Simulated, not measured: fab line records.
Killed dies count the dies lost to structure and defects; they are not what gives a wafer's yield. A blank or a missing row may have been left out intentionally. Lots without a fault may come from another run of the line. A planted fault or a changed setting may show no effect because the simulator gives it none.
A struck lot beside a sound one | flow ritCmos | 19 steps out of a route of 202
Sound: wafers L215.1, L215.4, L215.6. Wafers L212.1, L212.3, L212.6 were the ones struck. At the end, the cause is stated.
Per side, at each step with rows, come the tool, then ch with its chambers, and then its first start. Under that, the readings that differ: sound wafers | struck wafers | difference of the means | sigmas: that difference in standard deviations of wafers without a fault.
alike: readings with means less than 2 such deviations apart, plus words and numbers identical on both sides. not compared: withheld readings, readings lacking a value on some wafer, bounds such as >300 that could conceal the same value, and numbers that have no deviation in the record and whose values overlap.
The two part at a step that has a row with sigmas, a row that says differs or no value, or rows on one side only. Non-overlapping numbers with no deviation appear without sigmas and do not part them. Lack of a reading on every wafer of one side parts them only where that side has two or more wafers.

first, 2 steps without rows for these wafers: RIT_NSD_PEB_04; RIT_NSD_DEVELOP_05 (develop time 50 s).
RIT_NSD_OVL_MEAS_06:
  sound on overlay-01 at day 6 02:41; struck on overlay-02 at day 5 11:55
  alike: NSD_OVL
then, 2 steps without rows for these wafers: RIT_NSD_HARDBAKE_07 (time 60 s); RIT_NSD_IMPLANT_08.
RIT_NSD_STRIP_09: strips in O2, time 180 s.
  sound on plasmaAsher-03 ch 0,1, day 6 03:02; struck on plasmaAsher-03 ch 0,1, day 5 12:16
  alike: drypumpMotorCurrentA
  not compared: rfHoursCounterH
RIT_NSD_TW_MEAS_10:
  sound on filmMetro-03 at day 6 03:12; struck on filmMetro-01 at day 5 12:26
reading | sound          | struck         | difference | sigmas
NSD_TW  | 3216 3204 3210 | 3074 3051 3063 | -147       | -3
then, 5 steps without rows for these wafers: RIT_PSD_HMDS_00 (prime time 60 s); RIT_PSD_COAT_01 (resist thk 1000 nm); RIT_PSD_SOFTBAKE_02 (time 59.03 s); RIT_PSD_EXPOSE_03 (exposes mask M10, target cd 40900 nm); RIT_PSD_PEB_04.
RIT_PSD_DEVELOP_05: develop time 50 s.
  sound on lithoTrack-02 ch 0, day 6 03:00; struck on lithoTrack-01 ch 0, day 5 13:00
RIT_PSD_OVL_MEAS_06:
  sound on overlay-01 at day 6 04:07; struck on overlay-02 at day 5 13:28
reading      | sound          | struck      | difference | sigmas
PSD_OVL (nm) | -1.8 -0.3 -1.6 | 3.4 0.2 3.6 | +3.6       | +3
then, 2 steps without rows for these wafers: RIT_PSD_HARDBAKE_07 (time 60 s); RIT_PSD_IMPLANT_08.
RIT_PSD_STRIP_09: strips in O2, time 180 s.
  sound on plasmaAsher-04 ch 0,1, day 6 04:27; struck on plasmaAsher-04 ch 1, day 5 13:49
  alike: drypumpMotorCurrentA
  not compared: rfHoursCounterH
RIT_PSD_TW_MEAS_10:
  sound on filmMetro-01 at day 6 04:38; struck on filmMetro-01 at day 5 14:13
reading | sound          | struck   | difference | sigmas
PSD_TW  | 3393 3408 3374 | 30 30 30 | -3362      | -57
  not compared: hold
RIT_M1_PROBE_99:
  sound wafers here have rows in the record (prober-02, day 6 12:29); struck ones have none

== WHERE THEY PART ==
Earliest at RIT_NSD_TW_MEAS_10; latest, in this record, at RIT_M1_PROBE_99.

WHY: whatever the simulator had introduced
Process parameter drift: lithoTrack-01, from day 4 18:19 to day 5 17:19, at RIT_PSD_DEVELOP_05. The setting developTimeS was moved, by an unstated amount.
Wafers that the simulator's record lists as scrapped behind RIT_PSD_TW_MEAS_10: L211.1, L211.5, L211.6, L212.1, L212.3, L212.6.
